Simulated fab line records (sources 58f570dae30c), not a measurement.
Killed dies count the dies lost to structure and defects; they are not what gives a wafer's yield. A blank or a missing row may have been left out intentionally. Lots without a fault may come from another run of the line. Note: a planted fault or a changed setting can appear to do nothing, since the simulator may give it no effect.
Which tool is to blame?    flow berkeleyCmos170    Sampling: 14 lots, 42 wafers, 3 of 331 route steps

== WHAT EACH GAUGE READ, for each wafer ==
UCB170_M1_RS_MEAS_01: uses a four-point probe to measure.
lot   measured      on            M1_AL_RS (ohm/sq)
L540  day 8 10:28   filmMetro-04  0.0482 0.0482 0.0487
L541  day 8 10:35   filmMetro-03  0.0488 0.0487 0.0487
L543  day 9 03:33   filmMetro-03  0.0485 0.0484 0.0482
L544  day 10 00:55  filmMetro-04  0.0481 0.0481 0.0484
L546  day 10 02:02  filmMetro-03  0.0491 0.0487 0.0486
L545  day 10 02:08  filmMetro-01  0.0480 0.0479 0.0484
L550  day 10 02:11  filmMetro-04  0.0475 0.0475 0.0476
L548  day 10 02:21  filmMetro-03  0.0496 0.0491 0.0495
L552  day 11 22:26  filmMetro-01  0.0484 0.0489 0.0487
L553  day 11 22:43  filmMetro-03  0.0477 0.0477 0.0477
L559  day 13 00:56  filmMetro-03  0.0489 0.0491 0.0486
L558  day 13 01:24  filmMetro-03  0.0490 0.0489 0.0488
L557  day 13 01:35  filmMetro-01  0.0489 0.0492 0.0490
L561  day 13 08:32  filmMetro-01  0.0482 0.0479 0.0481

UCB170_M1_THK_MEAS_02: measures by xrf.
lot   measured      on            M1_AL_THK (nm)
L540  day 8 10:35   filmMetro-04  612 610 609
L541  day 8 10:41   filmMetro-03  604 609 605
L543  day 9 03:38   filmMetro-03  613 616 613
L544  day 10 01:02  filmMetro-04  609 606 601
L546  day 10 02:09  filmMetro-03  601 606 605
L545  day 10 02:13  filmMetro-01  611 615 609
L550  day 10 02:18  filmMetro-04  616 618 614
L548  day 10 02:28  filmMetro-03  597 602 596
L552  day 11 22:34  filmMetro-01  611 607 609
L553  day 11 22:49  filmMetro-03  622 624 619
L559  day 13 01:03  filmMetro-03  604 603 609
L558  day 13 01:31  filmMetro-03  604 604 607
L557  day 13 01:41  filmMetro-01  608 605 609
L561  day 13 08:39  filmMetro-01  614 619 615

UCB170_V2_BOW_MEAS_03.
lot   measured      on            V2_BOW (um)
L540  day 8 20:00   filmMetro-01  50 45 40
L541  day 8 22:10   filmMetro-01  41 30 33
L543  day 9 12:22   filmMetro-01  38 22 28
L544  day 10 09:41  filmMetro-03  40 41 58
L546  day 10 12:01  filmMetro-03  45 50 38
L545  day 10 12:19  filmMetro-01  43 30 39
L550  day 10 12:46  filmMetro-01  33 40 25
L548  day 10 13:48  filmMetro-02  36 32 27
L552  day 12 09:27  filmMetro-03  38 33 38
L553  day 12 12:44  filmMetro-02  36 23 28
L559  day 13 10:05  filmMetro-02  35 31 32
L558  day 13 17:05  filmMetro-03  17 45 38
L557  day 13 13:16  filmMetro-01  34 30 40
L561  day 13 19:44  filmMetro-03  35 30 38

== TOOL THAT RAN EACH LOT (tool first, then ch and the chambers of the sampled wafers, then the start) ==
Before these readings, the record contains no process step.

== WHAT THE TOOLS THEMSELVES READ (means of the sampled wafers that have a number; where no wafer has one, the mark that the record gives instead) ==
The record holds no such reading with a usual standard deviation.

== THE ANSWER, worked out from the rows above alone ==
Rule: usual is defined by the lots themselves. The widest of any qualifying gaps counts: lots, ordered by their means at a reading, are off when they make up no more than a third of the lots, leave a main group of 4 or more, and stand apart from it by 3 or more times the standard deviation of that group's means. If all means in a main group match to the digits the tables above print for the reading, that group is not used. A lot without any number at a reading at which 4 lots or more have one is off too. Any other lot the step has rows for is counted as sound. First the gauges in route order, then the tools' own readings, where a lot's mean is used as printed above. At the first step where some lot is off, the reading lying furthest off is the one used; lots without a number count as furthest.
No lot is off at any reading shown: from this, nothing can be told.

== WHAT THE SIMULATOR HAD INSERTED ==
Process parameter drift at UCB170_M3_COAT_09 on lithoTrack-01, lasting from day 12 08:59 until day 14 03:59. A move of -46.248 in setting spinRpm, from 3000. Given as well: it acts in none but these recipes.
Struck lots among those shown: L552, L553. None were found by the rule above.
